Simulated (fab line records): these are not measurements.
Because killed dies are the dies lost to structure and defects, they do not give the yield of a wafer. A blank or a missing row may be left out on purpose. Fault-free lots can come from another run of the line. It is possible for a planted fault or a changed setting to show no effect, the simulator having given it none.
Chamber matching :: flow ritCmos :: rieDiel-01 running RIT_SPACER_ETCHBACK_05: 4 sister chambers
The step etches Si3N4 in SF6/CHF3, stops on SiO2, target depth 250 nm, time 240 s. 14 wafers are shown with their chamber, then 7 later ones without.

## WAFERS WITH THEIR CHAMBER
wafer: L349.2
chamber: 0
drypumpMotorCurrentA (A): 5.5
throttleValvePct (%): 10.54
CHF3_flow_sccm (sccm): 30.02

wafer: L349.5
chamber: 1
drypumpMotorCurrentA (A): 5.1
throttleValvePct (%): 10.40
CHF3_flow_sccm (sccm): 30.01

wafer: L349.6
chamber: 2
drypumpMotorCurrentA (A): 6.7
throttleValvePct (%): 10.17
CHF3_flow_sccm (sccm): 30.20

wafer: L351.2
chamber: 2
drypumpMotorCurrentA (A): 6.7
throttleValvePct (%): 10.19
CHF3_flow_sccm (sccm): 30.09

wafer: L351.3
chamber: 0
drypumpMotorCurrentA (A): 5.5
throttleValvePct (%): 10.53
CHF3_flow_sccm (sccm): 30.07

wafer: L351.6
chamber: 0
drypumpMotorCurrentA (A): 5.5
throttleValvePct (%): 10.53
CHF3_flow_sccm (sccm): 29.89

wafer: L352.2
chamber: 1
drypumpMotorCurrentA (A): 5.1
throttleValvePct (%): 10.39
CHF3_flow_sccm (sccm): 29.96

wafer: L352.4
chamber: 3
drypumpMotorCurrentA (A): 5.8
throttleValvePct (%): 10.40
CHF3_flow_sccm (sccm): 29.96

wafer: L352.5
chamber: 2
drypumpMotorCurrentA (A): 6.7
throttleValvePct (%): 10.20
CHF3_flow_sccm (sccm): 30.04

wafer: L354.2
chamber: 3
drypumpMotorCurrentA (A): 5.8
throttleValvePct (%): 10.40
CHF3_flow_sccm (sccm): 29.83

wafer: L354.5
chamber: 0
drypumpMotorCurrentA (A): 5.5
throttleValvePct (%): 10.53
CHF3_flow_sccm (sccm): 30.00

wafer: L354.6
chamber: 1
drypumpMotorCurrentA (A): 5.2
throttleValvePct (%): 10.38
CHF3_flow_sccm (sccm): 30.02

wafer: L355.1
chamber: 0
drypumpMotorCurrentA (A): 5.5
throttleValvePct (%): 10.54
CHF3_flow_sccm (sccm): 30.07

wafer: L355.3
chamber: 1
drypumpMotorCurrentA (A): 5.2
throttleValvePct (%): 10.38
CHF3_flow_sccm (sccm): 30.01

SIGNATURES, as means of the wafers listed above
reading: drypumpMotorCurrentA
chamber 0: 5.500
chamber 1: 5.150
chamber 2: 6.700
chamber 3: 5.800
scatter within a chamber: 0.0316

reading: throttleValvePct
chamber 0: 10.5340
chamber 1: 10.3875
chamber 2: 10.1867
chamber 3: 10.4000
scatter within a chamber: 0.00928

reading: CHF3_flow_sccm
chamber 0: 30.0100
chamber 1: 30.0000
chamber 2: 30.1100
chamber 3: 29.8950
scatter within a chamber: 0.0677
Rule: a wafer lies at a distance from a chamber equal to the root of the sum of squares, over the readings, of (its reading less the chamber's mean, divided by the reading's scatter). If the next closest chamber is less than 2 further off than the closest, the wafer can't be placed; otherwise it belongs to the closest. The scatter is the square root of a quotient: the sum, over the shown wafers, of each reading's squared deviation from its chamber's mean, divided by wafers minus chambers.

## WAFERS MISSING THEIR CHAMBER
wafer: L355.5
drypumpMotorCurrentA (A): 5.2
throttleValvePct (%): 10.37
CHF3_flow_sccm (sccm): 30.00

wafer: L356.1
drypumpMotorCurrentA (A): 5.8
throttleValvePct (%): 10.39
CHF3_flow_sccm (sccm): 29.91

wafer: L356.2
drypumpMotorCurrentA (A): 6.7
throttleValvePct (%): 10.17
CHF3_flow_sccm (sccm): 29.95

wafer: L356.6
drypumpMotorCurrentA (A): 5.5
throttleValvePct (%): 10.52
CHF3_flow_sccm (sccm): 30.12

wafer: L370.3
drypumpMotorCurrentA (A): 5.8
throttleValvePct (%): 10.41
CHF3_flow_sccm (sccm): 29.96

wafer: L370.5
drypumpMotorCurrentA (A): 6.7
throttleValvePct (%): 10.20
CHF3_flow_sccm (sccm): 30.05

wafer: L370.6
drypumpMotorCurrentA (A): 5.8
throttleValvePct (%): 10.40
CHF3_flow_sccm (sccm): 30.01

## THE CHAMBER EACH PASSED THROUGH
wafer: L355.5
from the rows above: 1
in truth: 1

wafer: L356.1
from the rows above: 3
in truth: 3

wafer: L356.2
from the rows above: 2
in truth: 2

wafer: L356.6
from the rows above: 0
in truth: 0

wafer: L370.3
from the rows above: 3
in truth: 3

wafer: L370.5
from the rows above: 2
in truth: 2

wafer: L370.6
from the rows above: 3
in truth: 3
Correctly placed: 7 of 7. Can't be placed from these rows: 0. 0 placed wrongly.
